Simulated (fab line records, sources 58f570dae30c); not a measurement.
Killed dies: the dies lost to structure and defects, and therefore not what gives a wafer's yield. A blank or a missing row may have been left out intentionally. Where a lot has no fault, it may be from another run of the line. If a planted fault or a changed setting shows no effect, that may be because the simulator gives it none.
Split-lot experiment + flow berkeley_cmos170 + 23 wafers read from 5 lots, route of 331 steps

ON THE SPLIT
At UCB170_PFIELD_COAT_01 (resist thk 900 nm), the setting spin_rpm was moved away from the recipe's 1500 rpm on 7 of the 23 wafers read, by -7.4% to +7.0%. The other wafers ran this setting at the recipe's value.

Reading taken at the split's own step.

THE READING
KrF_of_PFIELD_COAT_01.thk_nm (the simulator's own value, which no gauge read), in nm, at UCB170_PFIELD_COAT_01 (resist thk 900 nm). No usual value for it is given in the file. Average 901.0 nm, standard deviation 2.6 nm, over the 16 wafers here run with the recipe.

| wafer  | tool, chamber at the split | spin_rpm as run, rpm | against the recipe | KrF_of_PFIELD_COAT_01.thk_nm, nm | against lot-mates on the recipe |
|--------|----------------------------|----------------------|--------------------|----------------------------------|---------------------------------|
| L074.1 | litho_track-04, 0          | 1500                 | recipe             | 901                              | -                               |
| L074.2 | litho_track-04, 0          | 1500                 | recipe             | 902.2                            | -                               |
| L074.3 | litho_track-04, 0          | 1572                 | +4.8%              | 879.2                            | -22.4                           |
| L074.4 | litho_track-04, 0          | 1572                 | +4.8%              | 879.1                            | -22.5                           |
| L074.5 | litho_track-04, 0          | 1500                 | recipe             | 901.6                            | -                               |
| L076.1 | litho_track-04, 0          | 1389                 | -7.4%              | 938.8                            | +34.6                           |
| L076.3 | litho_track-04, 0          | 1389                 | -7.4%              | 939.1                            | +34.9                           |
| L076.4 | litho_track-04, 0          | 1500                 | recipe             | 905.2                            | -                               |
| L076.5 | litho_track-04, 0          | 1500                 | recipe             | 905.2                            | -                               |
| L076.6 | litho_track-04, 0          | 1500                 | recipe             | 902.2                            | -                               |
| L077.1 | litho_track-03, 0          | 1500                 | recipe             | 897.5                            | -                               |
| L077.2 | litho_track-03, 0          | 1500                 | recipe             | 898.9                            | -                               |
| L077.3 | litho_track-03, 0          | 1500                 | recipe             | 895.7                            | -                               |
| L077.4 | litho_track-03, 0          | 1500                 | recipe             | 897.1                            | -                               |
| L077.5 | litho_track-03, 0          | 1500                 | recipe             | 902.3                            | -                               |
| L079.2 | litho_track-03, 0          | 1500                 | recipe             | 899.3                            | -                               |
| L079.4 | litho_track-03, 0          | 1500                 | recipe             | 900.7                            | -                               |
| L079.5 | litho_track-03, 0          | 1500                 | recipe             | 902.6                            | -                               |
| L080.1 | litho_track-03, 0          | 1605                 | +7.0%              | 875.3                            | -26.7                           |
| L080.2 | litho_track-03, 0          | 1500                 | recipe             | 902.4                            | -                               |
| L080.3 | litho_track-03, 0          | 1605                 | +7.0%              | 875.2                            | -26.8                           |
| L080.5 | litho_track-03, 0          | 1500                 | recipe             | 901.6                            | -                               |
| L080.6 | litho_track-03, 0          | 1605                 | +7.0%              | 872.8                            | -29.2                           |

THE FIT
A straight line over all 23 wafers: KrF_of_PFIELD_COAT_01.thk_nm changes by -4.44 nm for each +1% of spin_rpm; r = -0.98; the points scatter about the line by 3.1 nm.
The same after taking each lot's own level away (the mean of its wafers on the recipe; 23 wafers): -4.35 nm for each +1%; r = -0.99; scatter 1.9 nm.
That fit puts the effect of the largest move of spin_rpm on the reading at 32 nm.
The span of the lots' own levels, 898.30 to 904.20 nm, comes to 2.3 times the standard deviation stated above.
Hence the lot-to-lot level has little effect on the slope; both slopes agree.
Check: +31.9 nm against its lot-mates is what the line predicts for one of the wafers moved furthest among these (-7.4%) when that wafer is left out of the fit. It came out at +34.6 nm against them.

OTHER SPLITS APPLIED TO THESE WAFERS
Note: prior to the reading, these wafers also went through further splits. Each is held against what the fit with the lots' levels taken away leaves over:
| other split on the same wafers       | wafers away from the commonest value | r with KrF_of_PFIELD_COAT_01.thk_nm (lot level and that fit taken away) |
|--------------------------------------|--------------------------------------|-------------------------------------------------------------------------|
| UCB170_NWELL_IMPLANT_14 dose_cm2     | 6                                    | +0.20                                                                   |
| UCB170_PWELL_CVD_05 pressure_mtorr   | 10                                   | -0.34                                                                   |
| UCB170_ACTIVE_OXIDATION_02 ox_time_s | 15                                   | -0.26                                                                   |

THE WHOLE CHAIN: every reading that the file lists as answering this split, in the file's order
| step                   | what it does      | reading                                                                       | change (the file's fit)              | r (the file's) |
|------------------------|-------------------|-------------------------------------------------------------------------------|--------------------------------------|----------------|
| UCB170_PFIELD_COAT_01  | resist thk 900 nm | KrF_of_PFIELD_COAT_01.thk_nm (the simulator's own value, which no gauge read) | -4.4 nm for each +1% of the setting  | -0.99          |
| UCB170_PFIELD_STRIP_08 | strips in O2      | strip_time_to_endpoint_s                                                      | withheld for each +1% of the setting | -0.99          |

FILE'S OWN FIT
KrF_of_PFIELD_COAT_01.thk_nm changes by -4.4 nm for each +1% of spin_rpm, r = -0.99.
